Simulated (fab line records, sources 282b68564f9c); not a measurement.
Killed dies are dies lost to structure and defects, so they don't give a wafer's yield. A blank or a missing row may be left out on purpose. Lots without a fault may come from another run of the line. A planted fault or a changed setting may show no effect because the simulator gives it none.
Split-lot experiment | flow rit_cmos | 5 lots, 23 wafers read, on a route of 202 steps

THE SPLIT
At RIT_M1_SPUTTER_00 (material Al, target thk 400 nm, time 500 s), the setting power_w was moved away from the recipe's 2000 W on 11 of the 23 wafers read, by -11.5% to +6.9%. The other wafers ran this setting at the recipe's value.

FROM THE SPLIT TO THE READING: what the file shows between them, 1 step
- RIT_M1_RS_MEAS_01: measures by four-point-probe

THE READING
M1_AL_THK, in nm, at RIT_M1_THK_MEAS_02 (measures by xrf). Fault-free wafers of this fab line usually give 394 nm, standard deviation 5.5 nm.

wafer  | tool, chamber at the split | power_w as run, W | against the recipe | M1_AL_THK, nm | against lot-mates on the recipe
L075.2 | pvd_sputter-02, -          | 2137              | +6.9%              | 426           | +26
L075.3 | pvd_sputter-02, -          | 2137              | +6.9%              | 419           | +20
L075.4 | pvd_sputter-02, -          | 2137              | +6.9%              | 416           | +16
L075.5 | pvd_sputter-02, -          | 2000              | recipe             | 400           | -
L075.6 | pvd_sputter-02, -          | 2000              | recipe             | 399           | -
L076.1 | pvd_sputter-03, -          | 2000              | recipe             | 395           | -
L076.2 | pvd_sputter-03, -          | 1901              | -4.9%              | 379           | -19
L076.3 | pvd_sputter-03, -          | 1901              | -4.9%              | 378           | -20
L076.4 | pvd_sputter-03, -          | 2000              | recipe             | 401           | -
L076.5 | pvd_sputter-03, -          | 1901              | -4.9%              | 380           | -18
L080.1 | pvd_sputter-03, -          | 2000              | recipe             | 388           | -
L080.2 | pvd_sputter-03, -          | 2000              | recipe             | 385           | -
L080.4 | pvd_sputter-03, -          | 2000              | recipe             | 386           | -
L084.1 | pvd_sputter-01, -          | 1825              | -8.8%              | 360           | -42
L084.2 | pvd_sputter-01, -          | 2000              | recipe             | 403           | -
L084.3 | pvd_sputter-01, -          | 1825              | -8.8%              | 363           | -40
L084.4 | pvd_sputter-01, -          | 2000              | recipe             | 402           | -
L084.5 | pvd_sputter-01, -          | 1825              | -8.8%              | 364           | -38
L085.1 | pvd_sputter-02, -          | 1770              | -11.5%             | 348           | -48
L085.2 | pvd_sputter-02, -          | 2000              | recipe             | 397           | -
L085.4 | pvd_sputter-02, -          | 1770              | -11.5%             | 357           | -39
L085.5 | pvd_sputter-02, -          | 2000              | recipe             | 392           | -
L085.6 | pvd_sputter-02, -          | 2000              | recipe             | 398           | -

THE FIT
A straight line over all 23 wafers: M1_AL_THK changes by +3.69 nm for each +1% of power_w; r = +0.97; the points scatter about the line by 5.1 nm.
The same after taking each lot's own level away (the mean of its wafers on the recipe; 23 wafers): +3.8 nm for each +1%; r = +0.98; scatter 3.9 nm.
On that fit, the largest move of power_w shifts the reading by 44 nm.
The lots' own levels span 386.3 to 402.5 nm, that is 2.9 times the standard deviation above.
So the lot-to-lot level changes the slope little: the two slopes agree.
Check: with one of the wafers moved furthest among these (-11.5%) left out of the fit, the line predicts -44.6 nm for it against its lot-mates. It came out at -47.7 nm against them.

OTHER SPLITS ON THESE WAFERS
These wafers also went through other splits before the reading. Each is held against what the fit with the lots' levels taken away leaves over:
other split on the same wafers | wafers away from the commonest value | r with M1_AL_THK (lot level and that fit taken away)
RIT_ACTIVE_COAT_06 spin_rpm    | 11                                   | -0.02
RIT_ACTIVE_HARDBAKE_12 temp_c  | 10                                   | -0.03
RIT_NRETRO_SOFTBAKE_02 temp_c  | 8                                    | -0.46
RIT_NLDD_IMPLANT_08 tilt_deg   | 4                                    | -0.18
RIT_PLDD_HARDBAKE_07 temp_c    | 7                                    | -0.30
RIT_PSD_COAT_01 resist_thk_nm  | 11                                   | +0.01
RIT_CONTACT_CVD_00 time_s      | 7                                    | -0.29

THE WHOLE CHAIN: every reading that the file lists as answering this split, in the file's order
step               | what it does                               | reading                                                                     | change (the file's fit)               | r (the file's)
RIT_M1_SPUTTER_00  | material Al, target thk 400 nm, time 500 s | Al_of_M1_SPUTTER_00.thk_nm (the simulator's own value, which no gauge read) | +3.98 nm for each +1% of the setting  | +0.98
RIT_M1_RS_MEAS_01  | measures by four-point-probe               | M1_AL_RS                                                                    | -0.000804 for each +1% of the setting | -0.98
RIT_M1_THK_MEAS_02 | measures by xrf                            | M1_AL_THK                                                                   | +3.89 for each +1% of the setting     | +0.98
RIT_M1_PROBE_99    |                                            | etest.m1.rs_ohm_sq (the simulator's own value, which no gauge read)         | -0.000797 for each +1% of the setting | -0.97

THE FILE'S OWN FIT
M1_AL_THK changes by +3.89 nm for each +1% of power_w, r = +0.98.
